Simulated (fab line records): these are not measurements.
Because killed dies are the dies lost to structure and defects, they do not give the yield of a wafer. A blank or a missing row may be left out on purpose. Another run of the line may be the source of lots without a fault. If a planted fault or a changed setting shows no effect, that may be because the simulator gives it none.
fab line records | flow rit_cmos
[record] lots = 14 wafers = 42 last_day = 7
route steps=202 shown NWELL@33 M1@202
lots untouched by any fault: they come from a run of this same line in which no faults occurred
start_h: the number of hours between the record's first day and the start of the first shown wafer of the lot | wait_h: hours since the lot's step before | " the same as in the row above | L1.1+2: a single row standing in for several wafers | - no value, or no start given | * or withheld: withheld | < > ~ a bound
route shown NAME@n: NAME is a module with steps in the file, n the number in the route of the first one | usual: mean/standard deviation taken from wafers without a fault | same: alike in all rows | chamber/n: place in a boat | sites: each site's reading | _std_site: their standard deviation | _edge_site: inner sites' mean taken away from outer sites' mean | radius_mm: how far each site lies from the wafer's centre | mask NAME#n: copy n | behind: the last tool/chamber to shape the wafer | hold: what put the lot on hold/how long, in hours/how the hold closed | device: transistor that didn't switch, given as n, p or np | end of line: at the end of the route, the tests of the same wafers | a step with no rows: only its recipe | killed: count of dies lost to structure and defects at first sort (not the wafer's yield) | map: shows each die of a wafer: x if killed, . if not, _ if none is there
set.NAME: setting as actually run; set.NAME@STEP: the setting as run at that earlier step | model.NAME: the simulator's own value behind a step, which no gauge read
route steps across a sampled set of lots; one table per step, one row per wafer
[[steps]]
[step RIT_NWELL_DEVELOP_05]
[recipe] resist = NOVOLAK develop_time_s = 68 dev_temp_c = 23
[usual] developer_temp_C = 23.01/0.093
// columns lot.wafer tool chamber start_h wait_h developer_temp_C
L338.1 litho_track-02 0 33 - 22.97
L338.2 " 0 " " 22.99
L338.3 " 0 " " 23.00
L340.1 litho_track-04 0 42 - 22.96
L340.2 " 0 " " 23.11
L340.3 " 0 " " 22.94
L341.2 litho_track-02 0 46 - 23.06
L341.3 " 0 " " 23.04
L341.6 " 0 " " 22.88
L342.2 litho_track-01 0 47 - 22.93
L342.3 " 0 " " 22.96
L342.5 " 0 " " 22.90
L344.3 litho_track-04 0 57 - 23.13
L344.4 " 0 " " 23.01
L344.6 " 0 " " 23.11
L345.1 litho_track-02 0 62 - 23.02
L345.3 " 0 " " 23.03
L345.5 " 0 " " 23.05
L347.2 litho_track-04 0 75 - 22.80
L347.3 " 0 " " 23.04
L347.4 " 0 " " 22.91
L348.1 litho_track-02 0 78 - 22.86
L348.3 " 0 " " 22.95
L348.5 " 0 " " 23.06
L349.2 litho_track-02 0 81 - 23.02
L349.4 " 0 " " 22.99
L349.6 " 0 " " 22.88
L350.2 litho_track-04 0 88 - 23.19
L350.3 " 0 " " 22.92
L350.6 " 0 " " 23.13
L351.2 litho_track-02 0 92 - 23.94
L351.3 " 0 93 - 23.84
L351.5 " 0 " " 23.95
L352.3 litho_track-02 0 98 - 23.92
L352.4 " 0 " " 23.84
L352.6 " 0 " " 23.80
L355.1 litho_track-04 0 111 - 23.01
L355.2 " 0 " " 22.96
L355.6 " 0 " " 22.99
L360.1 litho_track-04 0 136 - 23.13
L360.2 " 0 " " 23.22
L360.6 " 0 " " 23.10
[step RIT_M1_PROBE_99]
[usual] killed_at_contacts = 0.0/0.18 killed_at_front_end = 7/3 killed_dies = 7/3 killed_open = 3.6/1.9 killed_short = 3.2/1.8
[same] gross_dies = 264 killed_at_M0_to_M3 = 0 killed_at_M4_up = 0 killed_at_back_side = 0 killed_at_other = 0
// columns lot.wafer tool chamber start_h wait_h killed_at_contacts killed_at_front_end killed_dies killed_open killed_short
L341.2 prober-02 - 85.46 0.1 0 3 3 3 0
L341.3 prober-02 - 85.51 0.2 0 3 3 2 1
L341.6 prober-02 - 85.66 0.2 0 4 4 3 1
L342.2 prober-01 - 90.80 0.1 0 2 2 1 1
L342.3 prober-01 - 90.85 0.2 0 7 7 4 3
L342.5 prober-01 - 90.95 0.2 0 10 10 6 4
L344.3 prober-01 - 98.77 0.2 0 12 12 6 6
L344.4 prober-01 - 98.82 0.2 0 4 4 1 3
L344.6 prober-01 - 98.92 0.2 0 10 10 6 4
L355.1 prober-02 - 153.21 0.1 0 4 4 2 2
L355.2 prober-02 - 153.26 0.1 0 8 8 4 4
L355.6 prober-02 - 153.46 0.2 0 6 6 2 4
// killed by level:class
L341.2 FOX1:geometric_particle:open=1 GATE:geometric_particle:open=1 SILICIDE:geometric_particle:open=1
L341.3 FOX1:geometric_particle:short=1 GATE:geometric_particle:open=1 SILICIDE:geometric_particle:open=1
L341.6 FOX1:geometric_particle:open=1 GATE:geometric_particle:open=1 GATE:geometric_particle:short=1 SPACER:geometric_particle:open=1
L342.2 FOX1:geometric_particle:short=1 SILICIDE:geometric_particle:open=1
L342.3 GATE:geometric_particle:open=2 SILICIDE:geometric_particle:short=2 GATE:geometric_particle:short=1 SPACER:geometric_particle:open=1 SILICIDE:geometric_particle:open=1
L342.5 SILICIDE:geometric_particle:open=3 SILICIDE:geometric_particle:short=2 FOX1:geometric_particle:open=1 FOX2:geometric_particle:short=1 GATE:geometric_particle:short=1 GATE:geometric_particle:open=1 SPACER:geometric_particle:open=1
L344.3 GATE:geometric_particle:short=4 SPACER:geometric_particle:open=3 SPACER:geometric_particle:short=2 FOX1:geometric_particle:open=1 GATE:geometric_particle:open=1 SILICIDE:geometric_particle:open=1
L344.4 SPACER:geometric_particle:short=2 GATE:geometric_particle:short=1 SPACER:geometric_particle:open=1
L344.6 GATE:geometric_particle:open=3 GATE:geometric_particle:short=2 SPACER:geometric_particle:short=2 SPACER:geometric_particle:open=2 FOX2:geometric_particle:open=1
L355.1 FOX1:geometric_particle:short=1 FOX2:geometric_particle:open=1 GATE:geometric_particle:short=1 REOX:geometric_particle:open=1
L355.2 FOX1:geometric_particle:short=2 GATE:geometric_particle:short=2 SILICIDE:geometric_particle:open=2 FOX1:geometric_particle:open=1 REOX:geometric_particle:open=1
L355.6 GATE:geometric_particle:open=2 GATE:geometric_particle:short=2 SILICIDE:geometric_particle:short=2
[[key]]
[first_sign] step = RIT_NWELL_DEVELOP_05 reading = developer_temp_C direction = up sigmas = 9.4 usual = * struck = *
effect none on later readings
met_at RIT_NWELL_DEVELOP_05
struck_lots L351,L352
tester_left_out L351,L352
onset_between 81 92
[fault] kind = process_parameter_drift tool = litho_track-02 chamber = - onset_h = 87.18 steps = RIT_NWELL_DEVELOP_05 channel = dev_temp_c offset = * shape = step end_h = 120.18 acts_in = * stated = *
// tester_left_out: of these lots the tester's yield and bins aren't shown, on N5 and GAA mostly nor the transistor test; their killed dies are dies lost to structure and defects alone, not to doping, threshold or leakage, so they don't give the yield
